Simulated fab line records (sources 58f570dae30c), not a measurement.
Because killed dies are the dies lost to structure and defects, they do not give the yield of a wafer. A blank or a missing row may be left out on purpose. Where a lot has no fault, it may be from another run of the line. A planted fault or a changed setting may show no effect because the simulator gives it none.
A struck lot beside a sound one + flow berkeley_cmos170 + 16 out of 331 route steps
Sound: these wafers, L826.2, L826.5, L826.6. Wafers struck: L818.1, L818.5, L818.6. The cause is named last.
Order at every step that has rows: each side's tool, ch and its chambers, its first start. Under that, the readings that differ: sound wafers + struck wafers + difference of the means + sigmas: that difference in standard deviations of wafers without a fault.
alike: same words and numbers on both sides, and readings whose means sit less than 2 such deviations apart. not compared: any withheld reading, any reading some wafer has no value for, any bound like >300 that may hide the same value, and any number with overlapping values for which the record gives no deviation.
Wherever a step has rows on one side only, a row that says differs or no value, or a row with sigmas, the two part there. When numbers do not overlap yet have no deviation, they are printed without sigmas and do not part them. Lack of a reading on every wafer of one side parts them only where that side has two or more wafers.

first, 1 step without rows for these wafers: UCB170_START_OXIDATION_02 (target thk 20 nm, ox time 1800 s).
UCB170_START_THK_MEAS_03:
  sound on film_metro-01, day 5 21:46; struck on film_metro-04, day 4 00:52
  alike: START_OXIDE_THK
then, 7 steps without rows for these wafers: UCB170_START_ANNEAL_04 (time 1200 s); UCB170_ZERO_HMDS_00 (prime time 60 s); UCB170_ZERO_COAT_01 (resist thk 900 nm); UCB170_ZERO_SOFTBAKE_02 (time 60 s); UCB170_ZERO_EXPOSE_03 (exposes mask PM MARKS, target cd 4000 nm); UCB170_ZERO_PEB_04; UCB170_ZERO_DEVELOP_05 (develop time 45 s).
UCB170_ZERO_ETCH_06: etches SiO2 in CHF3/CF4/Ar, time 12 s.
  sound on rie_diel-04 ch 0,1,3, day 6 03:48; struck on rie_diel-04 ch 1,2,3, day 4 07:17
  alike: drypump_motor_current_A, oes_product_au, throttle_valve_pct
  not compared: rf_hours_counter_h
UCB170_ZERO_STRIP_07: strips in O2.
  sound on plasma_asher-04 ch 0,1, day 6 03:49; struck on plasma_asher-04 ch 0,1, day 4 07:19
  alike: drypump_motor_current_A, oes_product_au, strip_time_to_endpoint_s
  not compared: rf_hours_counter_h
then, 1 step without rows for these wafers: UCB170_NWELL_WET_ETCH_00 (etches SiO2 in dHF, time 200 s).
UCB170_NWELL_OXIDATION_01: target thk 26.4 nm, ox time 1260 s.
  sound on furnace-02 ch 0, day 6 06:56; struck on furnace-01 ch 0, day 4 07:49
| reading                                      | sound                | struck               | difference | sigmas      |
|----------------------------------------------|----------------------|----------------------|------------|-------------|
| spike_tc_centre_C (C)                        | 1004.1 1003.8 1004.4 | 1017.4 1020.6 1018.4 | +14.7      | +13         |
| spike_tc_load_C (C)                          | 1030.6 1030.2 1031.1 | 1042.3 1042.1 1041.3 | +11.3      | +6          |
| spike_tc_source_C (C)                        | 1023 1019 1019       | 1043 1045 1046       | +24        | +6          |
| tube_center_temp_C (C)                       | 999.87 999.94 999.97 | 1015.3 1015.4 1015.1 | +15.3      | +99 or more |
| tube_center_temp_C_max                       | 1002.6 1002.6 1002.0 | 1018.6 1017.2 1017.3 | +15.3      | +33         |
| model.SiO2_of_NWELL_OXIDATION_01.thk_nm (nm) | 25.58 26.03 25.6     | 29.51 30.2 29.87     | +4.12      |             |
UCB170_NWELL_THK_MEAS_02:
  sound on film_metro-03, day 6 08:17; struck on film_metro-02, day 4 09:10
| reading              | sound          | struck         | difference | sigmas |
|----------------------|----------------|----------------|------------|--------|
| NWELL_OXIDE_THK (nm) | 25.6 26.0 25.6 | 29.5 30.2 29.8 | +4.1       | +7     |
then, 1 step without rows for these wafers: UCB170_NWELL_ANNEAL_03 (time 900 s).
-- the record jumps here: 7 days lie between the struck wafers' starts before and after (it left off in module NWELL and takes up again in module M3, whose first step shown is number 331 of the route) --
UCB170_M3_PROBE_99:
  the record has rows for the struck wafers here (prober-01, day 11 07:45) and none for the sound ones

WHERE THEY PART
First at UCB170_NWELL_OXIDATION_01; last, within this record, at UCB170_M3_PROBE_99.

WHY: whatever the simulator had introduced
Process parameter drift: furnace-01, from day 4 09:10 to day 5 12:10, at UCB170_NWELL_OXIDATION_01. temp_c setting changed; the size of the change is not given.
